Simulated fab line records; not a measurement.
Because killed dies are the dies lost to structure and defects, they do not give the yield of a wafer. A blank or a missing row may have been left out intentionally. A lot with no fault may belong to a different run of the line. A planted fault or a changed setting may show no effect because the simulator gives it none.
fab line records	flow ritCmos
[record] lots = 5	wafers = 23
route steps=202 shown ACTIVE@2 PWELL@47 WELLDRIVE@50 NRETRO@61 PRETRO@72 GATE@84 NLDD@111 PLDD@122 SPACER@128 NSD@132
startH: the number of hours between the record's first day and the start of the first shown wafer of the lot	waitH: hours since the lot's step before	" identical to the entry in the row above	L1.1+2: a row that stands for several wafers	- value missing, or start not given	* or withheld: withheld	< > ~ a bound
route shown NAME@n: NAME is a module with steps in the file, n the number in the route of the first one	usual: mean and standard deviation over wafers with no fault	same: alike in all rows	chamber/n: place in a boat	sites: the reading at each site	_std_site: the values' standard deviation	_edge_site: inner sites' mean taken away from outer sites' mean	radiusMm: for every site, how far away it sits from the centre of the wafer	mask NAME#n: copy n	behind: the most recent tool/chamber to have shaped the wafer	hold: reason for holding the lot/hours on hold/outcome of the hold	device: names the non-switching transistor (n, p or np)	end of line: tests run on the same wafers once the route is complete	step lacking rows: just its recipe	killed: count of dies lost to structure and defects at first sort (not the wafer's yield)	map: a wafer's dies, marking killed ones x, the rest . and places with no die _
set.NAME: the run value of the setting; set.NAME@STEP: its run value at that earlier step	model.NAME: the simulator's own value behind a step, which no gauge read
lots run with intentionally changed settings; tables by step, rows by wafer
[[steps]]
[step RIT_ACTIVE_OXIDATION_01]
[recipe] tempC = 1000	ambient = O2	targetThkA = 468	oxTimeS = 3360
lot.wafer	tool	chamber	startH	waitH	set.tempC	model.SiO2_of_ACTIVE_OXIDATION_01.thkNm
L074.1	-	-	-	0.5	977.3	37.25
L074.3	"	-	"	"	977.3	38.5
L074.4	"	-	"	"	977.3	38.17
L074.5	"	-	"	"	977.3	37.93
L074.6	"	-	"	"	977.3	37.85
L077.1	-	-	-	0.5	987.7	42.08
L077.2	"	-	"	"	987.7	42.88
L077.3	"	-	"	"	987.7	42.6
L077.4	"	-	"	"	987.7	42.77
L077.5	"	-	"	"	987.7	42.34
L078.2	furnace-04	0	30.15	0.1	1000	45.81
L078.3	"	0	"	"	1000	45.88
L078.6	"	0	"	"	1000	45.82
L080.2	-	-	-	0.3	1000	47.65
L080.3	"	-	"	"	1000	46.54
L080.4	"	-	"	"	1000	46.73
L080.5	"	-	"	"	1000	46.14
L080.6	"	-	"	"	1000	46.41
L084.2	-	-	-	0.1	1000	47.46
L084.3	"	-	"	"	1000	47.65
L084.4	"	-	"	"	1000	47.33
L084.5	"	-	"	"	1000	47.43
L084.6	"	-	"	"	1000	47.76
[step RIT_ACTIVE_THK_MEAS_02]
[recipe] reads = SiO2_of_ACTIVE_OXIDATION_01
[usual] ACTIVE_OXIDE_THK = 46.8/0.96
lot.wafer	tool	chamber	startH	waitH	set.tempC@ACTIVE_OXIDATION_01	ACTIVE_OXIDE_THK[nm]
L074.1	filmMetro-01	-	-	-	977.3	37.3
L074.3	"	-	"	"	977.3	38.5
L074.4	"	-	"	"	977.3	38.2
L074.5	"	-	"	"	977.3	37.9
L074.6	"	-	"	"	977.3	37.8
L077.1	filmMetro-03	-	-	-	987.7	42.0
L077.2	"	-	"	"	987.7	42.9
L077.3	"	-	"	"	987.7	42.6
L077.4	"	-	"	"	987.7	42.7
L077.5	"	-	"	"	987.7	42.3
L078.2	filmMetro-01	-	32.09	0.0	1000	45.8
L078.3	"	-	"	"	1000	45.9
L078.6	"	-	"	"	1000	45.8
L080.2	filmMetro-02	-	-	-	1000	47.7
L080.3	"	-	"	"	1000	46.5
L080.4	"	-	"	"	1000	46.7
L080.5	"	-	"	"	1000	46.2
L080.6	"	-	"	"	1000	46.4
L084.2	filmMetro-01	-	-	-	1000	47.4
L084.3	"	-	"	"	1000	47.7
L084.4	"	-	"	"	1000	47.3
L084.5	"	-	"	"	1000	47.4
L084.6	"	-	"	"	1000	47.7
[step RIT_ACTIVE_COAT_06]
[recipe] resist = NOVOLAK	spinRpm = 3250	resistThkNm = 1000
lot.wafer	tool	chamber	startH	waitH	set.spinRpm	model.NOVOLAK_of_ACTIVE_COAT_06.thkNm
L074.1	lithoTrack-01	0	14.18	0.1	3250	999.3
L074.3	"	0	"	"	3250	998.5
L074.4+6	"	0	"	"	3250	1002
L074.5	"	0	"	"	3250	997.9
L077.1	lithoTrack-03	0	29.14	0.1	3250	1004
L077.2	"	0	"	"	3029	1039
L077.3	"	0	"	"	3029	1043
L077.4	"	0	"	"	3029	1038
L077.5	"	0	"	"	3250	1007
L078.2+3	lithoTrack-01	0	33.80	0.1	3250	1002
L078.6	"	0	"	"	3250	998.6
L080.2	lithoTrack-01	0	44.02	0.1	3142	1021
L080.3	"	0	"	"	3250	1005
L080.4	"	0	"	"	3250	1004
L080.5	"	0	"	"	3142	1022
L080.6	"	0	"	"	3142	1023
L084.2	lithoTrack-03	0	63.77	0.1	3250	999.5
L084.3	"	0	"	"	3250	998.5
L084.4	"	0	"	"	3250	998
L084.5	"	0	"	"	3250	997.1
L084.6	"	0	"	"	3250	999.6
[step RIT_ACTIVE_SOFTBAKE_07]
[recipe] resist = NOVOLAK	tempC = 90	timeS = 60
[step RIT_ACTIVE_EXPOSE_08]
[recipe] maskId = M1	na = 0.6	sourceShape = conventional	sigmaOuter = 0.6	targetCdNm = 1400	doseMj = 225
[step RIT_ACTIVE_DEVELOP_10]
[recipe] resist = NOVOLAK	developTimeS = 50	devTempC = 23
[step RIT_ACTIVE_HARDBAKE_12]
[recipe] resist = NOVOLAK	tempC = 140	timeS = 60
lot.wafer	tool	chamber	startH	waitH	set.spinRpm@ACTIVE_COAT_06	model.NOVOLAK_of_ACTIVE_COAT_06.thkNm
L074.1	lithoTrack-01	0	15.29	0.3	3250	883.1
L074.3	"	0	"	"	3250	882.5
L074.4	"	0	"	"	3250	885.3
L074.5	"	0	"	"	3250	882
L074.6	"	0	"	"	3250	885.2
L077.1	lithoTrack-01	0	29.96	0.1	3250	887.2
L077.2	"	0	"	"	3029	918.2
L077.3	"	0	"	"	3029	921.5
L077.4	"	0	"	"	3029	917.2
L077.5	"	0	"	"	3250	889.8
L078.2	lithoTrack-04	0	34.62	0.1	3250	885.9
L078.3	"	0	"	"	3250	885.5
L078.6	"	0	"	"	3250	882.6
L080.2	lithoTrack-03	0	44.96	0.1	3142	902.4
L080.3	"	0	"	"	3250	887.7
L080.4	"	0	"	"	3250	887.4
L080.5	"	0	"	"	3142	903.1
L080.6	"	0	"	"	3142	904
L084.2	lithoTrack-01	0	64.79	0.2	3250	883.4
L084.3	"	0	"	"	3250	882.4
L084.4	"	0	"	"	3250	882.1
L084.5	"	0	"	"	3250	881.2
L084.6	"	0	"	"	3250	883.5
[step RIT_PWELL_IMPLANT_08]
[recipe] species = B	energyKev = 170	doseCm2 = 7e+13	tiltDeg = 7
lot.wafer	tool	chamber	startH	waitH	set.doseCm2
L074.1+4	implanter-02	0	22.98	0.2	6.592e+13
L074.3+5+6	"	0	"	"	7e+13
L077.1+2+5	implanter-01	0	38.71	0.2	7e+13
L077.3+4	"	0	"	"	7.39e+13
L078.2+3+6	implanter-02	0	44.32	0.2	7e+13
L080.2+6	implanter-02	0	53.62	0.2	7.484e+13
L080.3+4+5	"	0	"	"	7e+13
L084.2+3+4+5+6	implanter-01	0	73.64	0.2	7e+13
[step RIT_PWELL_STRIP_09]
[recipe] chemistry = O2	timeS = 180	resist = NOVOLAK	platenTempC = withheld	powerW = 500	pressureMtorr = 4000	o2FlowSccm = 4000
[step RIT_PWELL_TW_MEAS_10]
[usual] PWELL_TW = 954/7
lot.wafer	tool	chamber	startH	waitH	set.doseCm2@PWELL_IMPLANT_08	PWELL_TW
L074.1	filmMetro-01	-	23.30	0.1	6.592e+13	942
L074.3	"	-	"	"	7e+13	965
L074.4	"	-	"	"	6.592e+13	941
L074.5	"	-	"	"	7e+13	955
L074.6	"	-	"	"	7e+13	960
L077.1	filmMetro-02	-	39.03	0.1	7e+13	948
L077.2	"	-	"	"	7e+13	946
L077.3	"	-	"	"	7.39e+13	957
L077.4	"	-	"	"	7.39e+13	965
L077.5	"	-	"	"	7e+13	952
L078.2	filmMetro-04	-	44.63	0.1	7e+13	953
L078.3	"	-	"	"	7e+13	950
L078.6	"	-	"	"	7e+13	949
L080.2	filmMetro-01	-	53.93	0.1	7.484e+13	981
L080.3	"	-	"	"	7e+13	965
L080.4	"	-	"	"	7e+13	973
L080.5	"	-	"	"	7e+13	962
L080.6	"	-	"	"	7.484e+13	985
L084.2	filmMetro-04	-	73.95	0.1	7e+13	955
L084.3	"	-	"	"	7e+13	954
L084.4	"	-	"	"	7e+13	952
L084.5	"	-	"	"	7e+13	955
L084.6	"	-	"	"	7e+13	954
[step RIT_WELLDRIVE_ANNEAL_00]
[recipe] tempC = 1100	timeS = 14700	ambient = N2
[step RIT_WELLDRIVE_RS_MEAS_02]
[recipe] thkMeasGauge = four-point-probe
[usual] PWELL_RS = 429.8/1.1
lot.wafer	tool	chamber	startH	waitH	set.doseCm2@PWELL_IMPLANT_08	PWELL_RS[ohm/sq]
L074.1	filmMetro-04	-	29.76	0.1	6.592e+13	444.8
L074.3	"	-	"	"	7e+13	427.6
L074.4	"	-	"	"	6.592e+13	445.6
L074.5	"	-	"	"	7e+13	428.8
L074.6	"	-	"	"	7e+13	428.3
L077.1	filmMetro-02	-	44.51	0.1	7e+13	430.1
L077.2	"	-	"	"	7e+13	431.4
L077.3	"	-	"	"	7.39e+13	415.2
L077.4	"	-	"	"	7.39e+13	415.0
L077.5	"	-	"	"	7e+13	431.2
L078.2	filmMetro-01	-	49.90	0.1	7e+13	430.5
L078.3	"	-	"	"	7e+13	430.6
L078.6	"	-	"	"	7e+13	429.4
L080.2	filmMetro-01	-	59.98	0.1	7.484e+13	412.3
L080.3	"	-	"	"	7e+13	428.5
L080.4	"	-	"	"	7e+13	429.1
L080.5	"	-	"	"	7e+13	428.1
L080.6	"	-	"	"	7.484e+13	412.2
L084.2	filmMetro-04	-	79.22	0.1	7e+13	431.0
L084.3	"	-	"	"	7e+13	431.0
L084.4	"	-	"	"	7e+13	431.9
L084.5	"	-	"	"	7e+13	431.9
L084.6	"	-	"	"	7e+13	431.7
[step RIT_NRETRO_IMPLANT_08]
[recipe] species = P	energyKev = 70	doseCm2 = 1e+13	tiltDeg = 7
lot.wafer	tool	chamber	startH	waitH	set.doseCm2
L074.1+3+4	implanter-04	0	31.04	0.2	1e+13
L074.5+6	"	0	"	"	9.761e+12
L077.1+3	implanter-04	0	45.80	0.2	1.066e+13
L077.2+4+5	"	0	"	"	1e+13
L078.2+3+6	implanter-04	0	51.32	0.2	1e+13
L080.2+3+5	implanter-04	0	61.39	0.2	9.433e+12
L080.4+6	"	0	"	"	1e+13
L084.2+4	implanter-03	0	80.51	0.2	1e+13
L084.3+5+6	"	0	"	"	1.066e+13
[step RIT_NRETRO_STRIP_09]
[recipe] chemistry = O2	timeS = 180	resist = NOVOLAK	platenTempC = withheld	powerW = 500	pressureMtorr = 4000	o2FlowSccm = 4000
[step RIT_NRETRO_TW_MEAS_10]
[usual] NRETRO_TW = 1053/6.4
lot.wafer	tool	chamber	startH	waitH	set.doseCm2@NRETRO_IMPLANT_08	NRETRO_TW
L074.1	filmMetro-03	-	31.37	0.1	1e+13	1059
L074.3	"	-	"	"	1e+13	1055
L074.4	"	-	"	"	1e+13	1055
L074.5	"	-	"	"	9.761e+12	1042
L074.6	"	-	"	"	9.761e+12	1051
L077.1	filmMetro-02	-	46.12	0.1	1.066e+13	1068
L077.2	"	-	"	"	1e+13	1056
L077.3	"	-	"	"	1.066e+13	1074
L077.4	"	-	"	"	1e+13	1045
L077.5	"	-	"	"	1e+13	1045
L078.2	filmMetro-03	-	51.63	0.1	1e+13	1048
L078.3	"	-	"	"	1e+13	1052
L078.6	"	-	"	"	1e+13	1052
L080.2	filmMetro-03	-	61.70	0.1	9.433e+12	1030
L080.3	"	-	"	"	9.433e+12	1031
L080.4	"	-	"	"	1e+13	1058
L080.5	"	-	"	"	9.433e+12	1034
L080.6	"	-	"	"	1e+13	1057
L084.2	filmMetro-03	-	80.82	0.1	1e+13	1056
L084.3	"	-	"	"	1.066e+13	1074
L084.4	"	-	"	"	1e+13	1048
L084.5	"	-	"	"	1.066e+13	1075
L084.6	"	-	"	"	1.066e+13	1076
[step RIT_PRETRO_IMPLANT_08]
[recipe] species = B	energyKev = 45	doseCm2 = 1.2e+13	tiltDeg = 7
lot.wafer	tool	chamber	startH	waitH	set.energyKev	model.implant.rpNm	model.implant.drpNm
L074.1+3+6	implanter-04	0	32.72	0.2	47.32	154.5	56.73
L074.4+5	"	0	"	"	45	147.4	55.07
L077.1+2+4	implanter-03	0	47.41	0.2	46.92	149.9	56.45
L077.3+5	"	0	"	"	45	144.1	55.07
L078.2+3+6	implanter-01	0	52.99	0.2	45	144.4	55.07
L080.2+3+4+5+6	implanter-04	0	63.07	0.2	45	142.5	55.07
L084.2+3+4+5+6	implanter-04	0	82.08	0.2	45	144.3	55.07
[step RIT_GATE_CVD_08]
[recipe] material = poly-Si	targetThkNm = 250	tempC = 610	precursor = SiH4	timeS = 2220	pressureMtorr = 300	sih4FlowSccm = 100
lot.wafer	tool	chamber	startH	waitH	set.timeS	model.poly-Si_of_GATE_CVD_08.thkNm
L074.1	-	-	-	0.1	2372	263.2
L074.3	"	-	"	"	2372	264.5
L074.4	"	-	"	"	2372	260.7
L074.5	"	-	"	"	2372	263.7
L074.6	"	-	"	"	2372	262.8
L077.1+3	-	-	-	0.3	2493	278.9
L077.2	"	-	"	"	2493	278.4
L077.4	"	-	"	"	2493	278.2
L077.5	"	-	"	"	2493	277.7
L078.2	lpcvd-02	1	57.30	0.0	2220	251.8
L078.3+6	"	1	"	"	2220	253.1
L080.2	-	-	-	0.0	2220	246.5
L080.3	"	-	"	"	2220	246
L080.4	"	-	"	"	2220	249
L080.5	"	-	"	"	2220	248.3
L080.6	"	-	"	"	2220	247.3
L084.2	-	-	-	0.0	2065	231.8
L084.3+6	"	-	"	"	2065	233
L084.4	"	-	"	"	2065	232.8
L084.5	"	-	"	"	2065	233.3
[step RIT_GATE_THK_MEAS_09]
[recipe] reads = poly-Si_of_GATE_CVD_08
[usual] GATE_POLY_THK = 250.1/2.6
lot.wafer	tool	chamber	startH	waitH	set.timeS@GATE_CVD_08	GATE_POLY_THK[nm]
L074.1	filmMetro-03	-	-	-	2372	263.1
L074.3	"	-	"	"	2372	264.7
L074.4	"	-	"	"	2372	260.8
L074.5	"	-	"	"	2372	263.6
L074.6	"	-	"	"	2372	262.8
L077.1	filmMetro-04	-	-	-	2493	278.8
L077.2	"	-	"	"	2493	278.5
L077.3	"	-	"	"	2493	279.0
L077.4	"	-	"	"	2493	278.2
L077.5	"	-	"	"	2493	277.5
L078.2	filmMetro-04	-	58.93	0.0	2220	251.7
L078.3	"	-	"	"	2220	253.1
L078.6	"	-	"	"	2220	253.0
L080.2	filmMetro-02	-	-	-	2220	246.5
L080.3	"	-	"	"	2220	245.8
L080.4	"	-	"	"	2220	249.0
L080.5	"	-	"	"	2220	248.4
L080.6	"	-	"	"	2220	247.0
L084.2	filmMetro-03	-	-	-	2065	231.8
L084.3	"	-	"	"	2065	233.2
L084.4	"	-	"	"	2065	232.8
L084.5	"	-	"	"	2065	233.3
L084.6	"	-	"	"	2065	232.9
[step RIT_NLDD_IMPLANT_08]
[recipe] species = P	energyKev = 20	doseCm2 = 5e+14	tiltDeg = 7
lot.wafer	tool	chamber	startH	waitH	set.doseCm2
L074.1+4+6	implanter-02	0	46.03	0.1	5e+14
L074.3+5	"	0	"	"	5.133e+14
L077.1+4	implanter-04	0	58.09	0.1	5e+14
L077.2+3+5	"	0	"	"	5.342e+14
L078.2+3+6	implanter-02	0	65.87	0.1	5e+14
L080.2+3+4+5+6	implanter-04	0	73.82	0.1	5e+14
L084.2+3+4	implanter-04	0	96.49	0.1	5e+14
L084.5+6	"	0	"	"	4.822e+14
[step RIT_PLDD_IMPLANT_08]
[recipe] species = BF2	energyKev = 20	doseCm2 = 9e+14	tiltDeg = 7
lot.wafer	tool	chamber	startH	waitH	set.energyKev	model.implant.drpNm
L074.1+3	implanter-01	0	47.58	0.1	20	9.752
L074.4+5+6	"	0	"	"	20.94	10.07
L077.1+5	implanter-02	0	59.61	0.1	20	9.752
L077.2+3+4	"	0	"	"	20.58	9.949
L078.2+3+6	implanter-03	0	67.29	0.1	20	9.752
L080.2+3+4+5+6	implanter-03	0	75.42	0.1	20	9.752
L084.2+3+4+5+6	implanter-01	0	98.03	0.1	20	9.752
[step RIT_SPACER_CVD_03]
[recipe] material = Si3N4	targetThkNm = 250	tempC = 810	precursor = SiH2Cl2/NH3	timeS = 3300	pressureMtorr = 300	sih2cl2FlowSccm = 60	nh3FlowSccm = 150
lot.wafer	tool	chamber	startH	waitH	set.timeS	model.Si3N4_of_SPACER_CVD_03.thkNm
L074.1	-	-	-	1.0	3574	266.2
L074.3	"	-	"	"	3574	267.9
L074.4	"	-	"	"	3574	267.2
L074.5	"	-	"	"	3574	268.7
L074.6	"	-	"	"	3574	269.5
L077.1	-	-	-	0.4	3102	233.5
L077.2	"	-	"	"	3102	235.3
L077.3	"	-	"	"	3102	233.8
L077.4	"	-	"	"	3102	233.2
L077.5	"	-	"	"	3102	233.6
L078.2	lpcvd-01	1	68.05	0.0	3300	252.3
L078.3	"	1	"	"	3300	251.6
L078.6	"	1	"	"	3300	252
L080.2	-	-	-	0.0	2893	219.4
L080.3+4	"	-	"	"	2893	221.3
L080.5	"	-	"	"	2893	220.9
L080.6	"	-	"	"	2893	219.7
L084.2	-	-	-	0.0	2918	220.3
L084.3	"	-	"	"	2918	219.1
L084.4	"	-	"	"	2918	219.7
L084.5	"	-	"	"	2918	219.5
L084.6	"	-	"	"	2918	220.4
[step RIT_SPACER_THK_MEAS_04]
[recipe] reads = Si3N4_of_SPACER_CVD_03
[usual] SPACER_NITRIDE_THK = 249.5/2.3
lot.wafer	tool	chamber	startH	waitH	set.timeS@SPACER_CVD_03	SPACER_NITRIDE_THK[nm]
L074.1	filmMetro-01	-	-	-	3574	266.3
L074.3	"	-	"	"	3574	267.9
L074.4	"	-	"	"	3574	267.5
L074.5	"	-	"	"	3574	268.6
L074.6	"	-	"	"	3574	269.5
L077.1	filmMetro-04	-	-	-	3102	233.5
L077.2	"	-	"	"	3102	235.3
L077.3	"	-	"	"	3102	233.7
L077.4	"	-	"	"	3102	233.0
L077.5	"	-	"	"	3102	233.4
L078.2	filmMetro-03	-	69.98	0.0	3300	252.5
L078.3	"	-	"	"	3300	251.9
L078.6	"	-	"	"	3300	251.9
L080.2	filmMetro-01	-	-	-	2893	219.2
L080.3	"	-	"	"	2893	221.1
L080.4	"	-	"	"	2893	221.4
L080.5	"	-	"	"	2893	221.1
L080.6	"	-	"	"	2893	219.5
L084.2	filmMetro-04	-	-	-	2918	220.4
L084.3	"	-	"	"	2918	219.1
L084.4	"	-	"	"	2918	219.7
L084.5	"	-	"	"	2918	219.3
L084.6	"	-	"	"	2918	220.5
[step RIT_SPACER_ETCHBACK_05]
[recipe] targetDepthA = 2500	SF6_flow_sccm = 30	CHF3_flow_sccm = 30	target = Si3N4	chemistry = SF6/CHF3	pressureMtorr = 40	rfW = 250	timeS = 240	stopOn = SiO2
[usual] oesProductAu = 0.844/0.013
lot.wafer	tool	chamber	startH	waitH	set.timeS@GATE_CVD_08	set.timeS@SPACER_CVD_03	oesProductAu	model.etch.depthNm	model.Si3N4_of_SPACER_CVD_03.thkNm	model.poly-Si_of_GATE_CVD_08.thkNm
L074.1	rieDiel-01	3	51.37	0.1	2372	3574	0.899	266.2	208.3	180.7
L074.3	"	2	"	"	2372	3574	0.902	267.9	210.6	183.2
L074.4	"	0	"	"	2372	3574	0.897	267.2	209	178.1
L074.5	"	2	"	"	2372	3574	0.898	268.7	211.7	182.9
L074.6	"	1	"	"	2372	3574	0.894	269.5	213	182.7
L077.1	rieDiel-03	3	62.71	0.1	2493	3102	0.805	233.5	183.4	197
L077.2	"	2	"	"	2493	3102	0.789	235.3	184.6	196.2
L077.3	"	1	"	"	2493	3102	0.797	233.8	184.2	197.7
L077.4	"	0	"	"	2493	3102	0.784	233.2	181.3	193.9
L077.5	"	1	"	"	2493	3102	0.801	233.6	183.8	196.2
L078.2	rieDiel-01	2	70.03	0.0	2220	3300	0.862	252.3	199.2	170.8
L078.3	"	0	"	"	2220	3300	0.858	251.6	197.6	171
L078.6	"	1	"	"	2220	3300	0.853	252	199.5	172.9
L080.2	rieDiel-04	3	78.16	0.0	2220	2893	0.774	-	174.4	166.8
L080.3	"	1	"	"	2220	2893	0.773	221.3	175.5	165.8
L080.4	"	2	"	"	2220	2893	0.763	221.3	174.6	167.5
L080.5	"	3	"	"	2220	2893	0.765	-	175.7	168.8
L080.6	"	0	"	"	2220	2893	0.749	219.7	171.8	163.7
L084.2	rieDiel-04	1	100.75	0.0	2065	2918	0.759	220.3	174	151.7
L084.3	"	2	"	"	2065	2918	0.771	219.1	172.1	151.5
L084.4	"	2	"	"	2065	2918	0.757	219.7	172.1	150.6
L084.5	"	1	"	"	2065	2918	0.761	219.5	173.4	153.3
L084.6	"	3	"	"	2065	2918	0.760	220.4	174.7	153.8
[step RIT_NSD_COAT_01]
[recipe] resist = NOVOLAK	spinRpm = 3250	resistThkNm = 1000
lot.wafer	tool	chamber	startH	waitH	set.resistThkNm	model.NOVOLAK_of_NSD_COAT_01.thkNm
L074.1	lithoTrack-01	0	51.67	0.1	1000	1002
L074.3	"	0	"	"	1000	1003
L074.4	"	0	"	"	1000	1006
L074.5	"	0	"	"	955	957.8
L074.6	"	0	"	"	955	956.7
L077.1	lithoTrack-03	0	63.01	0.1	1000	1000
L077.2	"	0	"	"	1000	1002
L077.3	"	0	"	"	1000	998.7
L077.4	"	0	"	"	1000	1003
L077.5	"	0	"	"	1000	997.4
L078.2+3	lithoTrack-04	0	70.35	0.1	1000	1004
L078.6	"	0	"	"	1000	1006
L080.2	lithoTrack-04	0	78.49	0.1	1055	1057
L080.3+4	"	0	"	"	1000	1002
L080.5	"	0	"	"	1000	1000
L080.6	"	0	"	"	1055	1058
L084.2	lithoTrack-04	0	101.08	0.1	945.9	944.3
L084.3	"	0	"	"	1000	999.5
L084.4	"	0	"	"	945.9	945.8
L084.5	"	0	"	"	1000	1002
L084.6	"	0	"	"	1000	1001
[step RIT_NSD_SOFTBAKE_02]
[recipe] resist = NOVOLAK	tempC = 90	timeS = 60
[step RIT_NSD_EXPOSE_03]
[recipe] maskId = M9	na = 0.57	targetCdNm = 40700	doseMj = 250
[step RIT_NSD_DEVELOP_05]
[recipe] resist = NOVOLAK	developTimeS = 50	devTempC = 23
[step RIT_NSD_HARDBAKE_07]
[recipe] resist = NOVOLAK	tempC = 140	timeS = 60
lot.wafer	tool	chamber	startH	waitH	set.resistThkNm@NSD_COAT_01	model.NOVOLAK_of_NSD_COAT_01.thkNm
L074.1	lithoTrack-01	0	52.53	0.0	1000	885.6
L074.3	"	0	"	"	1000	886.8
L074.4	"	0	"	"	1000	888.7
L074.5	"	0	"	"	955	846.9
L074.6	"	0	"	"	955	845.8
L077.1	lithoTrack-04	0	63.87	0.0	1000	883.9
L077.2	"	0	"	"	1000	885.2
L077.3	"	0	"	"	1000	882.7
L077.4	"	0	"	"	1000	886
L077.5	"	0	"	"	1000	881.4
L078.2+3	lithoTrack-03	0	71.09	0.0	1000	887.4
L078.6	"	0	"	"	1000	888.6
L080.2	lithoTrack-04	0	79.35	0.0	1055	933.9
L080.3	"	0	"	"	1000	885.2
L080.4	"	0	"	"	1000	885.1
L080.5	"	0	"	"	1000	884.2
L080.6	"	0	"	"	1055	934.2
L084.2	lithoTrack-03	0	101.97	0.0	945.9	835.1
L084.3	"	0	"	"	1000	883.3
L084.4	"	0	"	"	945.9	836.3
L084.5	"	0	"	"	1000	885.2
L084.6	"	0	"	"	1000	884.5
[[key]]
[split] step = RIT_ACTIVE_OXIDATION_01	setting = tempC	stated = 1000	by = lot
[response] step = RIT_ACTIVE_OXIDATION_01	reading = model.SiO2_of_ACTIVE_OXIDATION_01.thkNm	change = +3.85	per = 1%	r = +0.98
[response] step = RIT_ACTIVE_THK_MEAS_02	reading = ACTIVE_OXIDE_THK	change = +3.86	per = 1%	r = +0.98
[split] step = RIT_ACTIVE_COAT_06	setting = spinRpm	stated = 3250	by = wafer
[response] step = RIT_ACTIVE_COAT_06	reading = model.NOVOLAK_of_ACTIVE_COAT_06.thkNm	change = -5.17	per = 1%	r = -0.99
[response] step = RIT_ACTIVE_HARDBAKE_12	reading = model.NOVOLAK_of_ACTIVE_COAT_06.thkNm	change = -4.52	per = 1%	r = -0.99
[split] step = RIT_PWELL_IMPLANT_08	setting = doseCm2	stated = 7e+13	by = wafer
[response] step = RIT_PWELL_TW_MEAS_10	reading = PWELL_TW	change = +2.58	per = 1%	r = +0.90
[response] step = RIT_WELLDRIVE_RS_MEAS_02	reading = PWELL_RS	change = -2.66	per = 1%	r = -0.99
[split] step = RIT_NRETRO_IMPLANT_08	setting = doseCm2	stated = 1e+13	by = wafer
[response] step = RIT_NRETRO_TW_MEAS_10	reading = NRETRO_TW	change = +3.73	per = 1%	r = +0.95
[split] step = RIT_PRETRO_IMPLANT_08	setting = energyKev	stated = 45	by = wafer
[response] step = RIT_PRETRO_IMPLANT_08	reading = model.implant.rpNm	change = +1.38	per = 1%	r = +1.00
[response] step = RIT_PRETRO_IMPLANT_08	reading = model.implant.drpNm	change = +0.321	per = 1%	r = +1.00
[split] step = RIT_GATE_CVD_08	setting = timeS	stated = 2220	by = lot
[response] step = RIT_GATE_CVD_08	reading = model.poly-Si_of_GATE_CVD_08.thkNm	change = +2.32	per = 1%	r = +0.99
[response] step = RIT_GATE_THK_MEAS_09	reading = GATE_POLY_THK	change = +2.32	per = 1%	r = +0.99
[response] step = RIT_SPACER_ETCHBACK_05	reading = model.poly-Si_of_GATE_CVD_08.thkNm	change = +2.23	per = 1%	r = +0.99
[split] step = RIT_NLDD_IMPLANT_08	setting = doseCm2	stated = 5e+14	by = wafer
response none in this file
[split] step = RIT_PLDD_IMPLANT_08	setting = energyKev	stated = 20	by = wafer
[response] step = RIT_PLDD_IMPLANT_08	reading = model.implant.drpNm	change = +0.0681	per = 1%	r = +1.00
[split] step = RIT_SPACER_CVD_03	setting = timeS	stated = 3300	by = lot
[response] step = RIT_SPACER_CVD_03	reading = model.Si3N4_of_SPACER_CVD_03.thkNm	change = +2.39	per = 1%	r = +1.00
[response] step = RIT_SPACER_THK_MEAS_04	reading = SPACER_NITRIDE_THK	change = +2.4	per = 1%	r = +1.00
[response] step = RIT_SPACER_ETCHBACK_05	reading = oesProductAu	change = +0.00683	per = 1%	r = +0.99
[response] step = RIT_SPACER_ETCHBACK_05	reading = model.etch.depthNm	change = +2.4	per = 1%	r = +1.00
[response] step = RIT_SPACER_ETCHBACK_05	reading = model.Si3N4_of_SPACER_CVD_03.thkNm	change = +1.85	per = 1%	r = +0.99
[split] step = RIT_NSD_COAT_01	setting = resistThkNm	stated = 1000	by = wafer
[response] step = RIT_NSD_COAT_01	reading = model.NOVOLAK_of_NSD_COAT_01.thkNm	change = +10.3	per = 1%	r = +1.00
[response] step = RIT_NSD_HARDBAKE_07	reading = model.NOVOLAK_of_NSD_COAT_01.thkNm	change = +8.98	per = 1%	r = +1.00
